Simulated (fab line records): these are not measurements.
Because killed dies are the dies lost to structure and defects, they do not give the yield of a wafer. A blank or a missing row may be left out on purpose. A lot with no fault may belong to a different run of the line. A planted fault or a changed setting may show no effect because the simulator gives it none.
Split-lot experiment :: flow rit cmos :: 5 lots, 23 wafers read, on a route of 202 steps

## SPLIT DETAILS
At RIT_M1_METAL_ETCH_12 (etches Al in Cl2/BCl3, stops on SiO2, time 165 s, target depth 600 nm), the setting time s was moved away from the recipe's 165 s on 7 of the 23 wafers read, by -14.0% to +10.1%. For the rest of the wafers, this setting stayed at what the recipe calls for.

Reading taken at the split's own step.

## THE READING
NOVOLAK_of_M1_COAT_04.thk nm (the simulator's own value, which no gauge read), in nm, at RIT_M1_METAL_ETCH_12 (etches Al in Cl2/BCl3, stops on SiO2, time 165 s, target depth 600 nm). No usual value for it is given in the file. Average 804.2 nm, standard deviation 7 nm, over the 16 wafers here run with the recipe.

wafer: L074.1
tool, chamber at the split: rie metal-02, 1
time s as run, s: 165
against the recipe: recipe
NOVOLAK_of_M1_COAT_04.thk nm, nm: 800.2
against lot-mates on the recipe: -

wafer: L074.2
tool, chamber at the split: rie metal-02, 0
time s as run, s: 141.9
against the recipe: -14.0%
NOVOLAK_of_M1_COAT_04.thk nm, nm: 855.1
against lot-mates on the recipe: +54.2

wafer: L074.3
tool, chamber at the split: rie metal-02, 0
time s as run, s: 141.9
against the recipe: -14.0%
NOVOLAK_of_M1_COAT_04.thk nm, nm: 850
against lot-mates on the recipe: +49.1

wafer: L074.4
tool, chamber at the split: rie metal-02, 1
time s as run, s: 165
against the recipe: recipe
NOVOLAK_of_M1_COAT_04.thk nm, nm: 799.8
against lot-mates on the recipe: -

wafer: L074.6
tool, chamber at the split: rie metal-02, 0
time s as run, s: 165
against the recipe: recipe
NOVOLAK_of_M1_COAT_04.thk nm, nm: 802.6
against lot-mates on the recipe: -

wafer: L080.3
tool, chamber at the split: rie metal-02, 1
time s as run, s: 165
against the recipe: recipe
NOVOLAK_of_M1_COAT_04.thk nm, nm: 800.2
against lot-mates on the recipe: -

wafer: L080.4
tool, chamber at the split: rie metal-02, 0
time s as run, s: 165
against the recipe: recipe
NOVOLAK_of_M1_COAT_04.thk nm, nm: 803.1
against lot-mates on the recipe: -

wafer: L080.5
tool, chamber at the split: rie metal-02, 0
time s as run, s: 165
against the recipe: recipe
NOVOLAK_of_M1_COAT_04.thk nm, nm: 805.7
against lot-mates on the recipe: -

wafer: L082.1
tool, chamber at the split: rie metal-04, 0
time s as run, s: 165
against the recipe: recipe
NOVOLAK_of_M1_COAT_04.thk nm, nm: 811.2
against lot-mates on the recipe: -

wafer: L082.2
tool, chamber at the split: rie metal-04, 1
time s as run, s: 165
against the recipe: recipe
NOVOLAK_of_M1_COAT_04.thk nm, nm: 816.8
against lot-mates on the recipe: -

wafer: L082.4
tool, chamber at the split: rie metal-04, 0
time s as run, s: 165
against the recipe: recipe
NOVOLAK_of_M1_COAT_04.thk nm, nm: 813.6
against lot-mates on the recipe: -

wafer: L082.5
tool, chamber at the split: rie metal-04, 1
time s as run, s: 165
against the recipe: recipe
NOVOLAK_of_M1_COAT_04.thk nm, nm: 817.5
against lot-mates on the recipe: -

wafer: L082.6
tool, chamber at the split: rie metal-04, 0
time s as run, s: 165
against the recipe: recipe
NOVOLAK_of_M1_COAT_04.thk nm, nm: 805.7
against lot-mates on the recipe: -

wafer: L083.1
tool, chamber at the split: rie metal-02, 0
time s as run, s: 181.6
against the recipe: +10.1%
NOVOLAK_of_M1_COAT_04.thk nm, nm: 765.1
against lot-mates on the recipe: -36.2

wafer: L083.2
tool, chamber at the split: rie metal-02, 1
time s as run, s: 181.6
against the recipe: +10.1%
NOVOLAK_of_M1_COAT_04.thk nm, nm: 770.2
against lot-mates on the recipe: -31.1

wafer: L083.3
tool, chamber at the split: rie metal-02, 0
time s as run, s: 165
against the recipe: recipe
NOVOLAK_of_M1_COAT_04.thk nm, nm: 803.1
against lot-mates on the recipe: -

wafer: L083.4
tool, chamber at the split: rie metal-02, 1
time s as run, s: 165
against the recipe: recipe
NOVOLAK_of_M1_COAT_04.thk nm, nm: 800.1
against lot-mates on the recipe: -

wafer: L083.6
tool, chamber at the split: rie metal-02, 1
time s as run, s: 165
against the recipe: recipe
NOVOLAK_of_M1_COAT_04.thk nm, nm: 800.8
against lot-mates on the recipe: -

wafer: L084.1
tool, chamber at the split: rie metal-01, 0
time s as run, s: 165
against the recipe: recipe
NOVOLAK_of_M1_COAT_04.thk nm, nm: 793.3
against lot-mates on the recipe: -

wafer: L084.2
tool, chamber at the split: rie metal-01, 1
time s as run, s: 153.9
against the recipe: -6.7%
NOVOLAK_of_M1_COAT_04.thk nm, nm: 825
against lot-mates on the recipe: +31.3

wafer: L084.3
tool, chamber at the split: rie metal-01, 0
time s as run, s: 165
against the recipe: recipe
NOVOLAK_of_M1_COAT_04.thk nm, nm: 794.1
against lot-mates on the recipe: -

wafer: L084.4
tool, chamber at the split: rie metal-01, 1
time s as run, s: 153.9
against the recipe: -6.7%
NOVOLAK_of_M1_COAT_04.thk nm, nm: 824.1
against lot-mates on the recipe: +30.4

wafer: L084.6
tool, chamber at the split: rie metal-01, 1
time s as run, s: 153.9
against the recipe: -6.7%
NOVOLAK_of_M1_COAT_04.thk nm, nm: 822.8
against lot-mates on the recipe: +29.1

THE FIT
A straight line over all 23 wafers: NOVOLAK_of_M1_COAT_04.thk nm changes by -3.43 nm for each +1% of time s; r = -0.95; the points scatter about the line by 6.3 nm.
The same after taking each lot's own level away (the mean of its wafers on the recipe; 23 wafers): -3.71 nm for each +1%; r = -0.99; scatter 3.3 nm.
On that fit, the largest move of time s shifts the reading by 52 nm.
Measured against the standard deviation above, the lots' own levels, which go from 793.70 to 812.96 nm, span 2.8 times it.
The two slopes agree, so the slope changes little with the lot-to-lot level.
Check: for one of the wafers moved furthest among these (-14.0%), held out of the fit, the line's prediction against its lot-mates is +52.4 nm. Against them it came out at +54.2 nm.

## OTHER SPLITS APPLIED TO THESE WAFERS
Before the reading, these wafers also passed through other splits. Each is held against what the fit with the lots' levels taken away leaves over:
other split on the same wafers: RIT_CONTACT_COAT_03 spin rpm
wafers away from the commonest value: 5
r with NOVOLAK_of_M1_COAT_04.thk nm (lot level and that fit taken away): -0.32

## FILE'S OWN FIT
NOVOLAK_of_M1_COAT_04.thk nm changes by -3.7 nm for each +1% of time s, r = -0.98.
